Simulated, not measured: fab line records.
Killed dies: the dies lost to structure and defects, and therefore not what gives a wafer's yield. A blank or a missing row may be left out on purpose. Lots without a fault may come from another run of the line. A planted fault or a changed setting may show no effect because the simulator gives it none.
Which tool is to blame? || flow berkeley cmos170 || Sampling: 8 lots, 24 wafers, 2 of 331 route steps

WHAT THE GAUGES READ, wafer by wafer
UCB170_CONTACT_OVL_MEAS_16.
{"lot": "L612", "measured": "day 7 16:13", "on": "overlay-02", "CONTACT_OVL (nm)": "8 0 6"}
{"lot": "L613", "measured": "day 7 22:20", "on": "overlay-02", "CONTACT_OVL (nm)": "11 9 2"}
{"lot": "L614", "measured": "day 8 17:52", "on": "overlay-01", "CONTACT_OVL (nm)": "2 6 9"}
{"lot": "L618", "measured": "day 8 22:51", "on": "overlay-01", "CONTACT_OVL (nm)": "-1 2 -6"}
{"lot": "L619", "measured": "day 9 12:03", "on": "overlay-01", "CONTACT_OVL (nm)": "10 7 10"}
{"lot": "L625", "measured": "day 10 03:25", "on": "overlay-02", "CONTACT_OVL (nm)": "-136 -141 -134"}
{"lot": "L626", "measured": "day 10 15:35", "on": "overlay-02", "CONTACT_OVL (nm)": "-131 -133 -131"}
{"lot": "L633", "measured": "day 11 18:08", "on": "overlay-01", "CONTACT_OVL (nm)": "0 -4 -3"}

EACH LOT AND THE TOOL THAT RAN IT (in order: tool; ch and the chambers of the sampled wafers; start)
{"lot": "L612", "UCB170_CONTACT_EXPOSE_12": "krf scanner-01 ch 0, day 7 15:43"}
{"lot": "L613", "UCB170_CONTACT_EXPOSE_12": "krf scanner-01 ch 0, day 7 21:50"}
{"lot": "L614", "UCB170_CONTACT_EXPOSE_12": "krf scanner-02 ch 0, day 8 16:43"}
{"lot": "L618", "UCB170_CONTACT_EXPOSE_12": "krf scanner-02 ch 0, day 8 22:02"}
{"lot": "L619", "UCB170_CONTACT_EXPOSE_12": "krf scanner-02 ch 0, day 9 11:14"}
{"lot": "L625", "UCB170_CONTACT_EXPOSE_12": "krf scanner-02 ch 0, day 10 02:54"}
{"lot": "L626", "UCB170_CONTACT_EXPOSE_12": "krf scanner-02 ch 0, day 10 15:01"}
{"lot": "L633", "UCB170_CONTACT_EXPOSE_12": "krf scanner-01 ch 0, day 11 17:04"}
- UCB170_CONTACT_EXPOSE_12: exposes mask CONT, target cd 700 nm.

THE ANSWER, worked out from the rows above alone
Rule: usual is defined by the lots themselves. The widest of any qualifying gaps counts: lots, ordered by their means at a reading, are off when they make up no more than a third of the lots, leave a main group of 4 or more, and stand apart from it by 3 or more times the standard deviation of that group's means. Not used: any main group whose means are identical at the precision the tables above print for the reading. A lot without any number at a reading at which 4 lots or more have one is off too. Where the step has rows for the other lots, those lots are counted as sound.
Off: L625, L626, at UCB170_CONTACT_OVL_MEAS_16 (CONTACT_OVL). Main group: mean 4 nm, sd 4.3.
A tool fits if, at a process step before that reading, it ran every lot that is off, and no sound lot after the first of them. The gauges at UCB170_CONTACT_OVL_MEAS_16 are tried like those tools. Undecided on this evidence; 2 tools fit (krf scanner-02 at UCB170_CONTACT_EXPOSE_12, overlay-02 at UCB170_CONTACT_OVL_MEAS_16).

WHAT WAS PUT IN BY THE SIMULATOR
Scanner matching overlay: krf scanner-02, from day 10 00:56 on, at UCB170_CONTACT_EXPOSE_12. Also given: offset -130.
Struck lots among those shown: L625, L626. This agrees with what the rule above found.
